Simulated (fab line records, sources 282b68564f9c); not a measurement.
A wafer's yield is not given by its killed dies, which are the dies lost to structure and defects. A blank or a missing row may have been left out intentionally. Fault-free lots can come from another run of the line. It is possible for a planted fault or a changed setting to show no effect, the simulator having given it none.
fab line records	flow rit_cmos
[record] lots = 7	wafers = 21	last_day = 6
route steps=202 shown SILICIDE@161 CONTACT@168 M1@202
lots that met no fault: from a run of the same line without faults
start_h: the number of hours between the record's first day and the start of the first shown wafer of the lot	wait_h: hours from the lot's prior step to this one	" unchanged from the row above	L1.1+2: a row that stands for several wafers	- no value present, or no start provided	* or withheld: withheld	< > ~ a bound
route shown NAME@n: a module of which the file shows steps, and the number in the route of the first	usual: mean and standard deviation over wafers with no fault	same: alike in all rows	chamber/n: place in a boat	sites: the reading at each site	_std_site: the standard deviation of these	_edge_site: the outer-site mean with the inner-site mean subtracted	radius_mm: for every site, how far away it sits from the centre of the wafer	mask NAME#n: copy n	behind: the last tool/chamber to shape the wafer	hold: cause of the lot's hold/its duration in hours/its outcome	device: whichever transistor did not switch (one of n, p or np)	end of line: the same wafers' tests at the end of the route	a step without rows: its recipe alone	killed: count of dies lost to structure and defects at first sort (not the wafer's yield)	map: dies across one wafer; x = killed, . = not, _ = none there
set.NAME: the run value of the setting; set.NAME@STEP: its run value at that earlier step	model.NAME: the simulator's own value behind a step, which no gauge read
a table for each step, a row for each wafer; lots at some steps of the route
services: a tool's chamber out of use, with start hour (start_h, from the record's first day; less than 0 if before it), hours out, and reason
[[steps]]
[step RIT_SILICIDE_WET_ETCH_00]
[recipe] chemistry = BOE	target = SiO2	target_depth_nm = 14	time_s = 15	dry = n2_spin	dilution = 10:1	temp_c = 21.5
[step RIT_SILICIDE_SPUTTER_01]
[recipe] material = Ti	target_thk_nm = 30	power_w = 350	chamber_pressure_pa = 0.667	gas = Ar	time_s = 240	substrate_temp_c = 25
[usual] throttle_valve_pct = 29.7/0.83
lot.wafer	tool	chamber	start_h	wait_h	throttle_valve_pct
L184.4	pvd_sputter-01	-	60.12	0.0	30.4
L184.5	"	-	"	"	30.6
L184.6	"	-	"	"	29.7
L185.1	pvd_sputter-01	-	65.45	0.0	28.6
L185.3	"	-	"	"	30.7
L185.6	"	-	"	"	29.6
L191.1	pvd_sputter-02	-	90.33	0.0	30.1
L191.2	"	-	"	"	28.3
L191.4	"	-	"	"	29.9
L196.1	pvd_sputter-01	-	114.69	0.0	29.8
L196.4	"	-	"	"	29.7
L196.5	"	-	"	"	29.6
L199.1	pvd_sputter-02	-	129.99	0.0	29.8
L199.2	"	-	"	"	30.2
L199.5	"	-	"	"	31.2
L200.1	pvd_sputter-03	-	134.09	0.0	30.8
L200.2	"	-	"	"	29.3
L200.4	"	-	"	"	29.7
L201.2	pvd_sputter-02	-	139.98	0.0	29.6
L201.5	"	-	"	"	27.9
L201.6	"	-	"	"	29.6
[step RIT_SILICIDE_RS_MEAS_02]
[recipe] thk_meas_gauge = four-point-probe	reads = Ti_of_SILICIDE_SPUTTER_01
[usual] SILICIDE_TI_RS = 47.7/0.63
lot.wafer	tool	chamber	start_h	wait_h	SILICIDE_TI_RS[ohm/sq]
L184.4	film_metro-04	-	60.33	0.1	47.1
L184.5	"	-	"	"	46.9
L184.6	"	-	"	"	47.4
L185.1	film_metro-04	-	65.60	0.1	48.1
L185.3	"	-	"	"	47.9
L185.6	"	-	"	"	48.5
L191.1	film_metro-03	-	90.48	0.1	47.8
L191.2	"	-	"	"	47.7
L191.4	"	-	"	"	47.7
L196.1	film_metro-04	-	114.84	0.1	47.3
L196.4	"	-	"	"	47.1
L196.5	"	-	"	"	48.0
L199.1	film_metro-04	-	130.14	0.1	47.1
L199.2	"	-	"	"	47.5
L199.5	"	-	"	"	46.9
L200.1	film_metro-03	-	134.24	0.1	47.2
L200.2	"	-	"	"	47.7
L200.4	"	-	"	"	47.6
L201.2	film_metro-04	-	140.15	0.1	47.1
L201.5	"	-	"	"	47.0
L201.6	"	-	"	"	47.1
[step RIT_SILICIDE_THK_MEAS_03]
[recipe] thk_meas_gauge = xrf	reads = Ti_of_SILICIDE_SPUTTER_01
[usual] SILICIDE_TI_THK = 30.6/0.34
lot.wafer	tool	chamber	start_h	wait_h	SILICIDE_TI_THK[nm]
L184.4	film_metro-04	-	60.42	0.1	31.0
L184.5	"	-	"	"	30.9
L184.6	"	-	"	"	30.8
L185.1	film_metro-04	-	65.72	0.1	30.4
L185.3	"	-	"	"	30.5
L185.6	"	-	"	"	30.2
L191.1	film_metro-03	-	90.60	0.1	30.6
L191.2	"	-	"	"	30.8
L191.4	"	-	"	"	30.7
L196.1	film_metro-04	-	114.96	0.1	30.4
L196.4	"	-	"	"	30.7
L196.5	"	-	"	"	30.2
L199.1	film_metro-04	-	130.26	0.1	30.8
L199.2	"	-	"	"	30.6
L199.5	"	-	"	"	30.9
L200.1	film_metro-03	-	134.36	0.1	30.8
L200.2	"	-	"	"	30.6
L200.4	"	-	"	"	30.7
L201.2	film_metro-04	-	140.26	0.1	30.9
L201.5	"	-	"	"	30.8
L201.6	"	-	"	"	30.9
[step RIT_SILICIDE_RTA_04]
[recipe] temp_c = 650	time_s = 10	idle_temp_c = 25	ramp_up_s = 5	ramp_down_s = 5	cool_to_c = 25	ambient = N2
[usual] wafer_temp_C_max = 653.0/1.2
lot.wafer	tool	chamber	start_h	wait_h	wafer_temp_C_max
L184.4	rtp_anneal-01	0	60.48	0.1	652.1
L184.5	"	0	"	"	651.1
L184.6	"	0	"	"	651.4
L185.1	rtp_anneal-02	0	65.78	0.1	654.0
L185.3	"	0	"	"	653.9
L185.6	"	0	"	"	654.5
L191.1	rtp_anneal-02	0	90.66	0.1	652.8
L191.2	"	0	"	"	654.5
L191.4	"	0	"	"	655.0
L196.1	rtp_anneal-01	0	115.02	0.1	652.1
L196.4	"	0	"	"	652.2
L196.5	"	0	"	"	651.5
L199.1	rtp_anneal-02	0	130.32	0.1	653.6
L199.2	"	0	"	"	654.1
L199.5	"	0	"	"	653.8
L200.1	rtp_anneal-01	0	134.42	0.1	652.0
L200.2	"	0	"	"	652.3
L200.4	"	0	"	"	652.5
L201.2	rtp_anneal-02	0	140.32	0.1	653.2
L201.5	"	0	"	"	655.2
L201.6	"	0	"	"	654.5
[step RIT_SILICIDE_WET_ETCH_05]
[recipe] chemistry = SPM	target = Ti	temp_c = 90	time_s = 120	dry = n2_spin
[step RIT_SILICIDE_RTA_06]
[recipe] temp_c = 750	time_s = 10	idle_temp_c = 25	ramp_up_s = 5	ramp_down_s = 10	cool_to_c = 25	ambient = N2
[usual] wafer_temp_C_max = 753.5/1.4
lot.wafer	tool	chamber	start_h	wait_h	wafer_temp_C_max
L184.4	rtp_anneal-02	0	60.59	0.0	753.6
L184.5	"	0	"	"	755.2
L184.6	"	0	"	"	754.5
L185.1	rtp_anneal-01	0	65.89	0.0	752.7
L185.3	"	0	"	"	752.4
L185.6	"	0	"	"	752.2
L191.1	rtp_anneal-01	0	90.77	0.0	752.7
L191.2	"	0	"	"	752.0
L191.4	"	0	"	"	752.3
L196.1	rtp_anneal-02	0	115.13	0.0	754.9
L196.4	"	0	"	"	753.6
L196.5	"	0	"	"	753.6
L199.1	rtp_anneal-01	0	130.42	0.0	752.4
L199.2	"	0	"	"	753.0
L199.5	"	0	"	"	753.2
L200.1	rtp_anneal-02	0	134.53	0.0	755.1
L200.2	"	0	"	"	754.5
L200.4	"	0	"	"	754.6
L201.2	rtp_anneal-01	0	140.43	0.0	753.1
L201.5	"	0	"	"	752.3
L201.6	"	0	"	"	752.6
[step RIT_CONTACT_CVD_00]
[recipe] material = SiO2	target_thk_nm = 400	precursor = TEOS	temp_c = 390	time_s = 61	rf_w = 400
[usual] heater_power_w = 300/44
lot.wafer	tool	chamber	start_h	wait_h	heater_power_w	since_wet_clean_h
L184.4	pecvd-03	2	60.65	0.0	318	-
L184.5	"	0	"	"	359	-
L184.6	"	1	"	"	246	-
L185.1	pecvd-04	2	65.96	0.1	304	1402
L185.3	"	1	"	"	365	1402
L185.6	"	2	"	"	308	-
L191.1	pecvd-04	0	90.84	0.1	208	1427
L191.2	"	2	"	"	269	1427
L191.4	"	0	"	"	223	-
L196.1	pecvd-03	0	115.19	0.1	336	1061
L196.4	"	1	"	"	258	-
L196.5	"	2	"	"	320	-
L199.1	pecvd-03	0	130.49	0.1	309	1076
L199.2	"	1	"	"	280	1076
L199.5	"	2	"	"	235	-
L200.1	pecvd-04	1	134.59	0.1	334	1471
L200.2	"	0	"	"	257	1471
L200.4	"	0	"	"	270	-
L201.2	pecvd-01	0	140.49	0.0	272	291
L201.5	"	1	"	"	313	-
L201.6	"	0	"	"	280	-
[step RIT_CONTACT_THK_MEAS_01]
[recipe] reads = SiO2_of_CONTACT_CVD_00
[usual] CONTACT_TEOS_THK = 398/5.7
lot.wafer	tool	chamber	start_h	wait_h	CONTACT_TEOS_THK[nm]
L184.4	film_metro-02	-	60.71	0.0	402
L184.5	"	-	"	"	404
L184.6	"	-	"	"	404
L185.1	film_metro-04	-	66.01	0.0	397
L185.3	"	-	"	"	395
L185.6	"	-	"	"	396
L191.1	film_metro-04	-	90.89	0.0	407
L191.2	"	-	"	"	396
L191.4	"	-	"	"	409
L196.1	film_metro-02	-	115.24	0.0	384
L196.4	"	-	"	"	390
L196.5	"	-	"	"	394
L199.1	film_metro-03	-	130.54	0.0	391
L199.2	"	-	"	"	389
L199.5	"	-	"	"	398
L200.1	film_metro-02	-	134.64	0.0	396
L200.2	"	-	"	"	400
L200.4	"	-	"	"	404
L201.2	film_metro-02	-	140.55	0.0	395
L201.5	"	-	"	"	402
L201.6	"	-	"	"	403
[step RIT_CONTACT_HMDS_02]
[recipe] prime_time_s = 60	prime_temp_c = 140
[step RIT_CONTACT_COAT_03]
[recipe] resist = NOVOLAK	spin_rpm = 3250	resist_thk_nm = 1000
[step RIT_CONTACT_SOFTBAKE_04]
[recipe] resist = NOVOLAK	temp_c = 90	time_s = 60
[step RIT_CONTACT_EXPOSE_05]
[recipe] mask_id = M11	na = 0.6	source_shape = conventional	sigma_outer = 0.5	target_cd_nm = 1000	dose_mj = 250
[usual] reticle_temp_C = 23.02/0.093
lot.wafer	tool	chamber	start_h	wait_h	mask	reticle_temp_C	model.CONTACT.overlay_x_nm
L184.4	iline_stepper-02	0	61.24	0.1	M11#0	23.03	-0.4326
L184.5	"	0	"	"	M11#0	23.01	-0.4326
L184.6	"	0	"	"	M11#0	23.09	-0.4326
L185.1	iline_stepper-01	0	66.64	0.2	M11#0	22.99	-0.1788
L185.3	"	0	"	"	M11#0	23.09	-0.1788
L185.6	"	0	"	"	M11#0	23.05	-0.1788
L191.1	iline_stepper-02	0	91.52	0.2	M11#0	23.01	-0.6265
L191.2	"	0	"	"	M11#0	23.05	-0.6265
L191.4	"	0	"	"	M11#0	23.03	-0.6265
L196.1	iline_stepper-01	0	115.75	0.1	M11#0	23.17	0.5765
L196.4	"	0	"	"	M11#0	23.02	0.5765
L196.5	"	0	"	"	M11#0	23.02	0.5765
L199.1	iline_stepper-02	0	131.23	0.2	M11#0	23.07	320.4
L199.2	"	0	"	"	M11#0	23.13	320.4
L199.5	"	0	"	"	M11#0	23.11	320.4
L200.1	iline_stepper-02	0	135.16	0.1	M11#0	23.07	320.4
L200.2	"	0	"	"	M11#0	22.97	320.4
L200.4	"	0	"	"	M11#0	22.89	320.4
L201.2	iline_stepper-02	0	141.07	0.1	M11#0	23.18	320.8
L201.5	"	0	"	"	M11#0	22.98	320.8
L201.6	"	0	"	"	M11#0	22.92	320.8
[step RIT_CONTACT_PEB_06]
[recipe] resist = NOVOLAK	temp_c = withheld	time_s = withheld
[step RIT_CONTACT_DEVELOP_07]
[recipe] resist = NOVOLAK	develop_time_s = 120	dev_temp_c = 23
[step RIT_CONTACT_CD_MEAS_08]
[recipe] target_cd_nm = 1000
[usual] cd_nm = 998.9/2.5
lot.wafer	tool	chamber	start_h	wait_h	cd_nm
L184.4	cd_sem-01	-	61.76	-	998.6
L184.5	"	-	"	"	995.8
L184.6	"	-	"	"	997.4
L185.1	cd_sem-01	-	67.16	-	993.0
L185.3	"	-	"	"	995.9
L185.6	"	-	"	"	995.9
L191.1	cd_sem-01	-	92.04	-	997.7
L191.2	"	-	"	"	998.2
L191.4	"	-	"	"	999.4
L196.1	cd_sem-02	-	116.27	-	999.0
L196.4	"	-	"	"	997.1
L196.5	"	-	"	"	997.8
L199.1	cd_sem-02	-	131.74	-	1000.2
L199.2	"	-	"	"	996.4
L199.5	"	-	"	"	998.0
L200.1	cd_sem-01	-	135.68	-	1004.3
L200.2	"	-	"	"	1002.1
L200.4	"	-	"	"	1004.6
L201.2	cd_sem-02	-	141.59	-	998.9
L201.5	"	-	"	"	997.4
L201.6	"	-	"	"	999.4
[step RIT_CONTACT_OVL_MEAS_09]
[usual] CONTACT_OVL = -1.2/1.5
lot.wafer	tool	chamber	start_h	wait_h	CONTACT_OVL[nm]
L184.4	overlay-01	-	61.84	0.1	-2.2
L184.5	"	-	"	"	-2.6
L184.6	"	-	"	"	-3.0
L185.1	overlay-01	-	67.28	0.1	-0.9
L185.3	"	-	"	"	-1.2
L185.6	"	-	"	"	-0.8
L191.1	overlay-02	-	92.16	0.1	-1.4
L191.2	"	-	"	"	-0.6
L191.4	"	-	"	"	-3.0
L196.1	overlay-02	-	116.39	0.1	-0.2
L196.4	"	-	"	"	-1.2
L196.5	"	-	"	"	-0.3
L199.1	overlay-02	-	131.86	0.1	317.8
L199.2	"	-	"	"	317.0
L199.5	"	-	"	"	316.0
L200.1	overlay-01	-	135.80	0.1	318.4
L200.2	"	-	"	"	320.1
L200.4	"	-	"	"	319.2
L201.2	overlay-01	-	141.69	0.1	319.3
L201.5	"	-	"	"	318.6
L201.6	"	-	"	"	320.9
[step RIT_CONTACT_HARDBAKE_10]
[recipe] resist = NOVOLAK	temp_c = 140	time_s = 60
[step RIT_M1_PROBE_99]
[usual] killed_at_contacts = 0.0/0.22	killed_at_front_end = 7/3.2	killed_dies = 7/3.2	killed_on_rim = 1.7/1.3	killed_open = 3.2/2.1	killed_short = 3.5/2.2
[same] gross_dies = 264	killed_at_M0_to_M3 = 0	killed_at_M4_up = 0	killed_at_back_side = 0	killed_at_other = 0
lot.wafer	tool	chamber	start_h	wait_h	killed_at_contacts	killed_at_front_end	killed_dies	killed_on_rim	killed_open	killed_short	model.etest.nmos_0p15.junction_log10_a_um	model.etest.nmos_narrow.off_log10_a_um	model.etest.gate_end_array.leak_log10_a_um	model.etest.nmos_0p3.off_log10_a_um	model.etest.pmos_0p15.junction_log10_a_um	model.etest.contact_diode_array.leak_log10_a	model.etest.pmos_0p3.off_log10_a_um	model.etest.pmos_narrow.off_log10_a_um
L184.4	prober-01	-	68.82	0.2	0	9	9	2	4	5	-13.61	-13.19	-12.91	-13.04	-13.89	-9.568	-13.12	-12.94
L184.5	prober-01	-	68.87	0.2	1	4	5	3	1	3	-13.57	-13.21	-12.81	-13.07	-13.79	-9.442	-12.9	-12.75
L184.6	prober-01	-	68.92	0.2	0	14	14	5	4	10	-13.36	-13.21	-12.9	-13.12	-13.74	-9.461	-12.91	-12.77
L185.1	prober-02	-	72.32	0.1	0	4	4	2	2	2	-13.6	-13.16	-13.06	-13.09	-13.85	-9.288	-12.81	-12.87
L185.3	prober-02	-	72.42	0.2	0	13	13	4	6	7	-13.65	-13.14	-12.95	-13.14	-13.64	-9.117	-12.76	-12.65
L185.6	prober-02	-	72.57	0.2	0	8	8	1	2	6	-13.44	-13.31	-12.82	-13.12	-13.9	-9.39	-12.74	-12.74
L191.1	prober-02	-	97.62	0.1	0	9	9	0	7	2	-13.34	-13.17	-12.82	-13	-13.79	-9.552	-12.94	-12.73
L191.2	prober-02	-	97.67	0.1	0	8	8	1	5	3	-13.27	-13.11	-12.58	-12.82	-13.88	-9.478	-12.98	-12.76
L191.4	prober-02	-	97.77	0.2	0	7	7	2	3	4	-13.51	-13.16	-12.96	-13.11	-13.82	-9.389	-12.88	-12.72
L196.1	prober-01	-	121.57	0.1	0	9	9	1	5	4	-13.46	-13.07	-12.87	-13.01	-13.77	-9.401	-12.57	-12.47
L196.4	prober-01	-	121.72	0.2	0	12	12	2	8	4	-13.46	-13.3	-12.79	-13.02	-13.97	-9.66	-12.76	-12.65
L196.5	prober-01	-	121.77	0.2	0	16	16	5	5	11	-13.57	-13.1	-12.67	-12.84	-13.81	-9.498	-12.52	-12.49
L199.1	prober-02	-	137.03	0.1	0	6	6	2	4	2	-10.03	-10.03	-9.866	-10.03	-11.03	-6.913	-11.02	-11.02
L199.2	prober-02	-	137.08	0.1	0	8	8	2	5	3	-9.966	-9.966	-9.71	-9.966	-10.97	-6.571	-10.96	-10.96
L199.5	prober-02	-	137.23	0.2	0	10	10	1	8	2	-10.35	-10.35	-10.03	-10.35	-11.35	-6.936	-11.34	-11.34
L200.1	prober-01	-	141.22	0.1	0	8	8	4	3	5	-9.718	-9.718	-9.562	-9.718	-10.72	-6.395	-10.71	-10.71
L200.2	prober-01	-	141.27	0.1	0	8	8	1	4	4	-10.27	-10.27	-9.997	-10.26	-11.26	-7.022	-11.26	-11.25
L200.4	prober-01	-	141.37	0.2	0	9	9	2	3	6	-10.3	-10.3	-10.13	-10.3	-11.3	-6.993	-11.29	-11.29
L201.2	prober-02	-	146.78	0.1	0	3	3	1	2	1	-10.41	-10.41	-10.13	-10.41	-11.4	-7.158	-11.39	-11.39
L201.5	prober-02	-	146.93	0.2	0	7	7	3	1	6	-10.53	-10.53	-10.4	-10.53	-11.53	-7.199	-11.51	-11.51
L201.6	prober-02	-	146.98	0.2	0	5	5	3	3	2	-10.57	-10.57	-10.36	-10.57	-11.57	-7.437	-11.56	-11.55
// killed by level:class
L184.4 FOX2:geometric_particle:open=2 GATE:geometric_particle:short=2 SILICIDE:geometric_particle:short=2 FOX2:geometric_particle:short=1 GATE:geometric_particle:open=1 REOX:geometric_particle:open=1
L184.5 GATE:geometric_particle:short=2 GATE:geometric_particle:open=1 CONTACT:geometric_particle:short=1 NRETRO:coat_microbubble_printed=1
L184.6 GATE:geometric_particle:short=6 GATE:geometric_particle:open=2 SPACER:geometric_particle:short=2 FOX1:geometric_particle:short=1 FOX2:geometric_particle:short=1 REOX:geometric_particle:open=1 SPACER:geometric_particle:open=1
L185.1 FOX1:geometric_particle:short=1 SPACER:geometric_particle:open=1 SPACER:geometric_particle:short=1 SILICIDE:geometric_particle:open=1
L185.3 GATE:geometric_particle:short=4 GATE:geometric_particle:open=3 SILICIDE:geometric_particle:short=2 FOX1:geometric_particle:open=1 FOX2:geometric_particle:open=1 REOX:geometric_particle:short=1 SPACER:geometric_particle:open=1
L185.6 FOX2:geometric_particle:short=2 FOX1:geometric_particle:short=1 GATE:geometric_particle:short=1 GATE:geometric_particle:open=1 SPACER:geometric_particle:short=1 SPACER:geometric_particle:open=1 SILICIDE:geometric_particle:short=1
L191.1 GATE:geometric_particle:open=4 SPACER:geometric_particle:open=2 GATE:geometric_particle:short=1 REOX:geometric_particle:open=1 SPACER:geometric_particle:short=1
L191.2 GATE:geometric_particle:open=3 GATE:geometric_particle:short=2 REOX:geometric_particle:open=1 REOX:geometric_particle:short=1 SPACER:geometric_particle:open=1
L191.4 REOX:geometric_particle:short=2 FOX1:geometric_particle:short=1 GATE:geometric_particle:short=1 GATE:geometric_particle:open=1 SPACER:geometric_particle:open=1 SILICIDE:geometric_particle:open=1
L196.1 REOX:geometric_particle:short=3 GATE:geometric_particle:open=2 FOX2:geometric_particle:open=1 GATE:geometric_particle:short=1 REOX:geometric_particle:open=1 SILICIDE:geometric_particle:open=1
L196.4 GATE:geometric_particle:open=3 REOX:geometric_particle:open=3 FOX1:geometric_particle:open=2 FOX2:geometric_particle:short=1 GATE:geometric_particle:short=1 REOX:geometric_particle:short=1 SPACER:geometric_particle:short=1
L196.5 GATE:geometric_particle:short=4 FOX1:geometric_particle:short=3 REOX:geometric_particle:short=3 GATE:geometric_particle:open=2 REOX:geometric_particle:open=2 SPACER:geometric_particle:short=1 SILICIDE:geometric_particle:open=1
L199.1 GATE:geometric_particle:open=2 GATE:geometric_particle:short=2 SILICIDE:geometric_particle:open=2
L199.2 GATE:geometric_particle:open=4 GATE:geometric_particle:short=3 SPACER:geometric_particle:open=1
L199.5 GATE:geometric_particle:open=5 SPACER:geometric_particle:open=2 ACTIVE:geometric_particle:open=1 GATE:geometric_particle:short=1 SPACER:geometric_particle:short=1
L200.1 GATE:geometric_particle:short=2 GATE:geometric_particle:open=2 FOX1:geometric_particle:short=1 FOX2:geometric_particle:short=1 REOX:geometric_particle:short=1 SPACER:geometric_particle:open=1
L200.2 GATE:geometric_particle:short=3 FOX2:geometric_particle:open=1 GATE:geometric_particle:open=1 SPACER:geometric_particle:open=1 SPACER:geometric_particle:short=1 SILICIDE:geometric_particle:open=1
L200.4 GATE:geometric_particle:short=4 GATE:geometric_particle:open=2 FOX2:geometric_particle:short=1 FOX2:geometric_particle:open=1 SILICIDE:geometric_particle:short=1
L201.2 FOX2:geometric_particle:short=1 FOX2:geometric_particle:open=1 GATE:geometric_particle:open=1
L201.5 GATE:geometric_particle:short=3 SILICIDE:geometric_particle:short=2 FOX2:geometric_particle:open=1 FOX2:geometric_particle:short=1
L201.6 FOX1:geometric_particle:open=1 FOX1:geometric_particle:short=1 GATE:geometric_particle:short=1 GATE:geometric_particle:open=1 SILICIDE:geometric_particle:open=1
[[services]]
tool	chamber	start_h	hours	kind
iline_stepper-01	-	44.04	4.4	pm
iline_stepper-02	-	50.04	5.8	repair
pvd_sputter-01	-	51.87	2.8	repair
pvd_sputter-02	-	52.58	1.0	repair
pvd_sputter-02	-	53.10	25.2	repair
iline_stepper-02	0	62.32	-	calibration
iline_stepper-01	0	107.33	-	calibration
iline_stepper-02	-	111.03	2.4	repair
pecvd-01	0	114.05	6.9	repair
[[key]]
[first_sign] step = RIT_CONTACT_OVL_MEAS_09	reading = CONTACT_OVL	direction = up	sigmas = 99+	usual = -1.2	struck = 318.6
effect none on later readings
[model_effect] step = RIT_CONTACT_EXPOSE_05	value = CONTACT.overlay_x_nm	without = -0.001945	struck = 320.5
[model_effect] step = RIT_M1_PROBE_99	value = etest.nmos_0p15.junction_log10_a_um	without = -13.45	struck = -10.24
met_at RIT_CONTACT_EXPOSE_05
struck_wafers L199.1,L199.2,L199.5,L200.1,L200.2,L200.4,L201.2,L201.5,L201.6
tester_left_out L199,L200,L201
onset_between 91.52 131.23
also_fits time
[fault] kind = scanner_matching_overlay	tool = iline_stepper-02	chamber = -	onset_h = 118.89	steps = RIT_CONTACT_EXPOSE_05	offset = 320.54
// tester_left_out: of these lots the tester's yield and bins aren't shown, on N5 and GAA mostly nor the transistor test; their killed dies are dies lost to structure and defects alone, not to doping, threshold or leakage, so they don't give the yield
